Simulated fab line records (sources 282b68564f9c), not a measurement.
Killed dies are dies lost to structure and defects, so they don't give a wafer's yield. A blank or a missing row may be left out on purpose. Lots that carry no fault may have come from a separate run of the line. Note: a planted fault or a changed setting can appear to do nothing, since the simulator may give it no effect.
Which tool was responsible? | flow rit-cmos | 7 lots, 21 wafers sampled, at 2 steps of a route of 202

== WHAT THE GAUGES SHOWED, per wafer ==
RIT_PWELL_TW_MEAS_10.
lot  | measured    | on            | PWELL_TW
L185 | day 2 13:46 | film-metro-03 | 961 963 955
L187 | day 3 00:58 | film-metro-03 | 958 962 960
L189 | day 3 11:05 | film-metro-03 | 962 956 958
L193 | day 4 08:48 | film-metro-04 | 1207 1215 1208
L198 | day 5 08:47 | film-metro-03 | 1184 1198 1196
L200 | day 5 19:32 | film-metro-03 | 955 955 957
L204 | day 6 15:50 | film-metro-03 | 953 956 955

== WHAT TOOL EACH LOT RAN ON (gives the tool, then ch and the chambers of the sampled wafers, and finally the start) ==
lot  | RIT_PWELL_IMPLANT_08
L185 | implanter-01 ch 0, day 2 13:28
L187 | implanter-04 ch 0, day 3 00:38
L189 | implanter-01 ch 0, day 3 10:46
L193 | implanter-01 ch 0, day 4 08:10
L198 | implanter-01 ch 0, day 5 08:09
L200 | implanter-03 ch 0, day 5 19:13
L204 | implanter-04 ch 0, day 6 15:31
- RIT_PWELL_IMPLANT_08

== THE ANSWER, worked out from the rows above alone ==
Rule: usual is defined by the lots themselves. Put in order of their means at a reading, lots are off if they are a third of the lots or fewer, leave a main group of 4 or more, and stand apart from it by a gap of 3 or more times the standard deviation of the main group's means; of several such gaps the widest counts. The tables above print the reading to a certain number of digits; a main group whose means all agree to those digits is not used. Also off: a lot with no number at a reading for which 4 or more lots have one. The other lots that the step has rows for count as sound.
Off: L193, L198, at RIT_PWELL_TW_MEAS_10 (PWELL_TW). Main group: mean 958, sd 2.2.
If a tool, at a process step before that reading, ran all the lots that are off and no sound lot after the first of them, it fits. Gauges at RIT_PWELL_TW_MEAS_10: tried the same way as those tools. One fits: implanter-01 at RIT_PWELL_IMPLANT_08. Its last sound lot is L189 (day 3 10:46), its first lot that is off L193 (day 4 08:10): a fault that began between those two fits.

== WHAT WAS PUT IN BY THE SIMULATOR ==
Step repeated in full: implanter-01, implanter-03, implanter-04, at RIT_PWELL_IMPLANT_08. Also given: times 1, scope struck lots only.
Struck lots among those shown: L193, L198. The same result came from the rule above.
